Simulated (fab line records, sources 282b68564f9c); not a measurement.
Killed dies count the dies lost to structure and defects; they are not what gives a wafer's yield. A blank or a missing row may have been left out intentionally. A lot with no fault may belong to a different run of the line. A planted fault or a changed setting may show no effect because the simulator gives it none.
2 desks looking at one fault ; flow rit-cmos ; only its own numbers are on each desk; what lay behind them is given at the end

## AT THE METROLOGY DESK
What the gauges read for every lot (on any tool): the sampled wafers with a number, averaged. Any lot whose mean is over 4 standard deviations away from the usual mean is out of limits and marked OUT; that distance is given in the brackets.
Columns: A = NSD_OVL at RIT_NSD_OVL_MEAS_06, usual 1.2 nm; B = NSD_TW at RIT_NSD_TW_MEAS_10, usual 3120; C = PSD_OVL at RIT_PSD_OVL_MEAS_06, usual 0.8 nm
lot;first seen here;A;B;C
L275;day 3 04:17;0.0;3131;-1.3
L277;day 3 15:46;2.8;3128;0.8
L283;day 4 19:52;1.4;3118;-1.3
L286;day 5 10:06;1.7;3102;2.6
L293;day 6 21:31;1.1;3112;2.2
L297;day 7 14:21;-0.2;3128;1.6
This desk's finding: nothing out of limits on any of the 6 lots.

## TOOL OWNER'S DESK, litho-track-02
The tool's own readings at RIT_PSD_COAT_01 (resist thk 1000 nm): means of the sampled wafers that have a number, for each lot that ran on this tool. Any lot whose mean is over 4 standard deviations away from the usual mean is out of limits and marked OUT; that distance is given in the brackets.
Columns: A = chill-plate-temp-C at RIT_PSD_COAT_01, usual 22.99 C; B = spin-speed-rpm at RIT_PSD_COAT_01, usual 3249.8 rpm
lot;first seen here;A;B
L275;day 3 05:00;22.93;3250.1
L283;day 4 20:36;22.89;4145.8 (+99 or more) OUT
L286;day 5 10:50;23.05;4147.8 (+99 or more) OUT
This desk's finding: out of limits on L283, L286; first on L283, day 4 20:36 (spin-speed-rpm at RIT_PSD_COAT_01). Within limits: L275.

## TAKEN TOGETHER
On L283, L286, at day 4 20:36, an alarm was possible from the tool owner's desk.
Nothing out of limits was seen by the metrology desk.
The metrology desk has L283, L286 on record, within its limits.
All the named lots went through RIT_PSD_COAT_01 on litho-track-02.

## WHAT HAD BEEN PUT IN BY THE SIMULATOR
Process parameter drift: litho-track-02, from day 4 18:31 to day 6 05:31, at RIT_PSD_COAT_01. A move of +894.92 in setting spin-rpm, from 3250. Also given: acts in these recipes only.
Lots struck among those shown: L283, L286.
Delay in hours, fault start to first out-of-limits reading, by desk: the tool owner's desk at 2.
